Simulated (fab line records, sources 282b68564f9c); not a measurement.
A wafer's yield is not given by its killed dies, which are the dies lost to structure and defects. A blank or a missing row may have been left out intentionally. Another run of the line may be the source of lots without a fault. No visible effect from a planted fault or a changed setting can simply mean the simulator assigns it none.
The tool behind it: which one? ; flow ritCmos ; 21 wafers sampled from 7 lots at 1 step of a route of 202

## WHAT THE GAUGES SHOWED, per wafer
RIT_ACTIVE_THK_MEAS_02.
lot;measured;on;ACTIVE_OXIDE_THK (nm)
L965;day 1 22:04;filmMetro-04;46.5 46.4 46.7
L969;day 2 18:03;filmMetro-01;46.8 47.4 46.6
L972;day 3 09:03;filmMetro-04;46.4 47.3 46.7
L974;day 3 19:05;filmMetro-04;45.8 46.2 45.9
L980;day 5 01:14;filmMetro-02;46.7 47.0 46.6
L983;day 5 16:56;filmMetro-04;46.5 46.5 46.9
L985;day 6 02:23;filmMetro-01;47.4 47.1 47.2

## WHICH TOOL RAN EACH LOT (tool, then ch and the chambers of the sampled wafers, then the start)
No process step before these readings appears in the record.

## THE ANSWER, worked out from the rows above alone
Rule: usual is defined by the lots themselves. The widest of any qualifying gaps counts: lots, ordered by their means at a reading, are off when they make up no more than a third of the lots, leave a main group of 4 or more, and stand apart from it by 3 or more times the standard deviation of that group's means. If all means in a main group match to the digits the tables above print for the reading, that group is not used. A lot without any number at a reading at which 4 lots or more have one is off too. Any other lot the step has rows for is counted as sound.
No lot is off at any reading shown: from this, nothing can be told.

## WHAT HAD BEEN PUT IN BY THE SIMULATOR
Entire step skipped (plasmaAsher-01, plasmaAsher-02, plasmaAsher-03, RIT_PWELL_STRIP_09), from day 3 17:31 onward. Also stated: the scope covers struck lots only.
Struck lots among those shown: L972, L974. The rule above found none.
